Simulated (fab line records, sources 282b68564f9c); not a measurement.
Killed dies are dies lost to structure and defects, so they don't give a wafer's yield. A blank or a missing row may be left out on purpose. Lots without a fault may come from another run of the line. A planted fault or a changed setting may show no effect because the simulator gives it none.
Which tool did it? | flow rit_cmos | 14 lots, 42 wafers sampled, at 1 step of a route of 202

WHAT THE GAUGES READ, wafer by wafer
The record holds no reading of a measuring or inspecting step that can be judged against a usual standard deviation.

WHICH TOOL RAN EACH LOT (tool, then ch and the chambers of the sampled wafers, then the start)
lot  | RIT_PLDD_EXPOSE_03
L445 | iline_stepper-02 ch 0, day 3 00:17
L446 | iline_stepper-02 ch 0, day 3 08:50
L447 | iline_stepper-01 ch 0, day 3 11:01
L448 | iline_stepper-02 ch 0, day 3 15:13
L449 | iline_stepper-02 ch 0, day 3 20:25
L451 | iline_stepper-01 ch 0, day 4 10:34
L452 | iline_stepper-02 ch 0, day 4 12:20
L454 | iline_stepper-02, day 4 21:06
L455 | iline_stepper-02, day 5 03:14
L456 | iline_stepper-02 ch 0, day 5 09:56
L464 | iline_stepper-02 ch 0, day 7 01:48
L465 | iline_stepper-01 ch 0, day 7 04:31
L466 | iline_stepper-02 ch 0, day 7 08:35
L467 | iline_stepper-02 ch 0, day 7 14:34
- RIT_PLDD_EXPOSE_03: exposes mask M8, target cd 40900 nm.

WHAT THE TOOLS THEMSELVES READ (means of the sampled wafers that have a number; where no wafer has one, the mark that the record gives instead)
RIT_PLDD_EXPOSE_03.
lot  | tool             | exposure_dose_mJ_cm2 | focus_offset_nm (nm)
L445 | iline_stepper-02 | 249.97               | -0.0
L446 | iline_stepper-02 | 250.10               | -0.7
L447 | iline_stepper-01 | 250.12               | -0.6
L448 | iline_stepper-02 | 249.78               | -0.1
L449 | iline_stepper-02 | 249.95               | -0.1
L451 | iline_stepper-01 | 249.93               | -1.3
L452 | iline_stepper-02 | 250.11               | 0.3
L454 | iline_stepper-02 | -                    | -
L455 | iline_stepper-02 | -                    | -
L456 | iline_stepper-02 | 250.16               | 0.6
L464 | iline_stepper-02 | 250.10               | -0.4
L465 | iline_stepper-01 | 249.94               | 0.0
L466 | iline_stepper-02 | 250.02               | -0.2
L467 | iline_stepper-02 | 250.08               | 0.3

THE ANSWER, worked out from the rows above alone
Rule: what is usual is taken from the lots themselves. Put in order of their means at a reading, lots are off if they are a third of the lots or fewer, leave a main group of 4 or more, and stand apart from it by a gap of 3 or more times the standard deviation of the main group's means; of several such gaps the widest counts. A main group whose means are all the same, to the digits that the tables above print for the reading, isn't used. A lot without any number at a reading at which 4 lots or more have one is off too. The other lots that the step has rows for count as sound. The gauges are gone through in route order, then the tools' own readings, and for those a lot's mean is taken as printed above. The first step at which some lot is off is used, and at that step the reading that is off furthest; a lot without a number counts as furthest.
Off: L454, L455, at RIT_PLDD_EXPOSE_03 (exposure_dose_mJ_cm2). Without a number there: L454, L455. The main group: mean 250.02, standard deviation 0.11.
A tool fits if, at that step or a process step before it, it ran every lot that is off, and no sound lot after the first of them. None of those tried fits.

WHAT THE SIMULATOR HAD PUT IN
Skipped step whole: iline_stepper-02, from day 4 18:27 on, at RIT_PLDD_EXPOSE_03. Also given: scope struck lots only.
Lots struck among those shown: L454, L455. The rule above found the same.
